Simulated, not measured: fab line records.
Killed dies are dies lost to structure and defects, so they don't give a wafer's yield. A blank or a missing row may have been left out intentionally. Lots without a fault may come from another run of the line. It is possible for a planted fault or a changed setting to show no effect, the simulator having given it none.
A lot that was struck, set against a sound lot + flow berkeley-cmos170 + 15 out of 331 route steps
Sound: wafers L906.1, L906.4, L906.6. Struck: wafers L922.4, L922.5, L922.6. The cause is named last.
Per side, at each step with rows, come the tool, then ch with its chambers, and then its first start. Under that, the readings that differ: sound wafers + struck wafers + difference of the means + sigmas: that difference in standard deviations of wafers without a fault.
alike: words and numbers the same on both sides, and readings whose means are apart by under 2 such deviations; not compared: readings that were withheld, readings missing a value for some wafer, numbers with overlapping values and no deviation given by the record, and bounds like >300 which may hide the same value.
The two part at a step that has a row with sigmas, a row that says differs or no value, or rows on one side only. Non-overlapping numbers with no deviation appear without sigmas and do not part them. A reading missing from all wafers of one side parts the sides only when that side holds two or more wafers.

first, 3 steps without rows for these wafers: UCB170_M1_EXPOSE_06 (exposes mask METAL1, target cd 700 nm); UCB170_M1_PEB_07; UCB170_M1_DEVELOP_08 (develop time 45 s).
UCB170_M1_CD_MEAS_09: target cd 700 nm.
  sound on cd-sem-02 at day 8 18:40; struck on cd-sem-01 at day 11 22:22
| reading    | sound             | struck            | difference | sigmas |
|------------|-------------------|-------------------|------------|--------|
| cd-nm (nm) | 699.8 702.4 701.0 | 697.9 697.7 698.0 | -3.2       | -2     |
UCB170_M1_OVL_MEAS_10:
  sound on overlay-02 at day 8 18:47; struck on overlay-01 at day 11 22:27
  alike: M1_OVL
UCB170_M1_ETCH_11: etches BARC in N2/H2.
  sound on rie-diel-01 ch 0,2,3, day 8 18:49; struck on rie-diel-01 ch 0,1,3, day 11 22:28
  alike: bias-w, drypump-motor-current-A, oes-product-au, throttle-valve-pct
UCB170_M1_METAL_ETCH_12: etches Al in Cl2/BCl3, stops on PSG, target depth 780 nm, time 130 s.
  sound on rie-metal-03 ch 0,1, day 8 18:52; struck on rie-metal-03 ch 0,1, day 11 22:34
  alike: bias-w, drypump-motor-current-A, oes-product-au, throttle-valve-pct
  not compared: rf-hours-counter-h
UCB170_M1_STRIP_13: strips in O2.
  sound on plasma-asher-03 ch 0,1, day 8 19:00; struck on plasma-asher-04 ch 0,1, day 11 22:41
  alike: drypump-motor-current-A, oes-product-au
  not compared: rf-hours-counter-h
UCB170_M1_CD_MEAS_90: target cd 700 nm.
  sound on cd-sem-02 at day 8 19:10; struck on cd-sem-02 at day 11 22:49
  alike: cd-nm
then, 1 step without rows for these wafers: UCB170_M1_ANNEAL_14 (time 1200 s).
UCB170_V1_CVD_00: deposits SiO2 from TEOS/O2, target thk 2000 nm, time 250 s.
  sound on pecvd-02 ch 0,1,2, day 8 20:37; struck on pecvd-03 ch 0,1,2, day 12 00:17
  alike: heater-power-w
UCB170_V1_THK_MEAS_01:
  sound on film-metro-01 at day 8 20:49; struck on film-metro-02 at day 12 00:23
  alike: V1_TEOS_THK
UCB170_V1_CMP_02: polishes SiO2.
  sound on cmp-02 ch 0,2,3, day 8 20:52; struck on cmp-02 ch 0,1,3, day 12 00:34
| reading          | sound             | struck            | difference | sigmas      |
|------------------|-------------------|-------------------|------------|-------------|
| platen-rpm (rpm) | 60.04 60.00 60.05 | 45.04 45.02 45.05 | -14.99     | -99 or more |
  alike: head-pressure-psi, motor-current-A
UCB170_V1_BOW_MEAS_03:
  sound on film-metro-02 at day 8 21:10; struck on film-metro-01 at day 12 00:46
  alike: V1_BOW
UCB170_M3_PROBE_99:
  sound wafers here have rows in the record (prober-02, day 9 09:20); struck ones have none

## WHERE THEY PART
First at UCB170_M1_CD_MEAS_09; last, within this record, at UCB170_M3_PROBE_99.

WHY: whatever the simulator had introduced
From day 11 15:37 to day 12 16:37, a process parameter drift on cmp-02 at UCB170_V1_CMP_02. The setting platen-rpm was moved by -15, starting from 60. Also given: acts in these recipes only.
